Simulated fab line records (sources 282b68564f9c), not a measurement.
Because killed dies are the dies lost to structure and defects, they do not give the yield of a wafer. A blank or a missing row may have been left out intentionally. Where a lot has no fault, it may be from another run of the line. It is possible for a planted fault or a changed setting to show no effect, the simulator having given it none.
2 desks looking at one fault :: flow ritCmos :: numbers are kept per desk, each desk with only its own; the story behind them comes last

## THE METROLOGY DESK
What the gauges read for every lot (on any tool): the sampled wafers with a number, averaged. Any lot whose mean is over 4 standard deviations away from the usual mean is out of limits and marked OUT; that distance is given in the brackets. Of its 10 readings 7 are shown: those that lie furthest out on some lot.
Columns: A = CONTACT_TEOS_THK at RIT_CONTACT_THK_MEAS_01, usual 401 nm; B = cdNm at RIT_CONTACT_CD_MEAS_08, usual 999.7 nm; C = CONTACT_OVL at RIT_CONTACT_OVL_MEAS_09, usual 0.1 nm; D = cdNm at RIT_CONTACT_CD_MEAS_90, usual 999.8 nm; E = M1_AL_THK at RIT_M1_THK_MEAS_02, usual 406 nm; F = cdNm at RIT_M1_CD_MEAS_09, usual 2600.4 nm; G = cdNm at RIT_M1_CD_MEAS_90, usual 2600.6 nm
lot: L820
first seen here: day 3 10:06
A: 402
B: 998.2
C: -1.1
D: 998.2
E: 405
F: 2598.6
G: 2597.3

lot: L825
first seen here: day 4 10:46
A: 408
B: 997.2
C: 0.8
D: 997.3
E: 406
F: 2602.1
G: 2602.6

lot: L834
first seen here: day 6 09:37
A: 402
B: 1001.1
C: -2.9
D: 1001.1
E: 400
F: 2602.4
G: 2603.6

lot: L836
first seen here: day 6 16:47
A: 398
B: 998.7
C: 1.9
D: 998.7
E: 404
F: 2597.4
G: 2597.2

lot: L838
first seen here: day 7 02:15
A: 406
B: 998.7
C: 1.5
D: 998.5
E: 407
F: 2599.5
G: 2598.8

lot: L839
first seen here: day 7 08:38
A: 396
B: 1001.0
C: 1.0
D: 1001.1
E: 401
F: 2598.6
G: 2599.1
Finding of this desk: none of the 6 lots has anything out of limits.

## DESK OF THE TOOL OWNER: rieDiel-01
The tool's own readings at RIT_CONTACT_ETCH_11 (etches SiO2 in CHF3/CF4/Ar, stops on TiSi2, target depth 480 nm, time 320 s): means of the sampled wafers that have a number, for each lot that ran on this tool. Any lot whose mean is over 4 standard deviations away from the usual mean is out of limits and marked OUT; that distance is given in the brackets.
Columns: A = drypumpMotorCurrentA at RIT_CONTACT_ETCH_11, usual 5.7 A; B = oesProductAu at RIT_CONTACT_ETCH_11, usual 0.991 a.u.; C = throttleValvePct at RIT_CONTACT_ETCH_11, usual 8.96 %
lot: L825
first seen here: day 4 12:06
A: 5.5
B: 0.996
C: 8.93

lot: L834
first seen here: day 6 11:18
A: 5.4
B: 1.000
C: 8.81

lot: L836
first seen here: day 6 18:15
A: 5.5
B: 0.998
C: 8.93
Finding of this desk: none of the 3 lots has anything out of limits.

## BROUGHT TOGETHER
At the metrology desk, nothing out of limits was observed.
The desk of the tool owner found nothing out of limits.

## WHAT WAS PUT IN BY THE SIMULATOR
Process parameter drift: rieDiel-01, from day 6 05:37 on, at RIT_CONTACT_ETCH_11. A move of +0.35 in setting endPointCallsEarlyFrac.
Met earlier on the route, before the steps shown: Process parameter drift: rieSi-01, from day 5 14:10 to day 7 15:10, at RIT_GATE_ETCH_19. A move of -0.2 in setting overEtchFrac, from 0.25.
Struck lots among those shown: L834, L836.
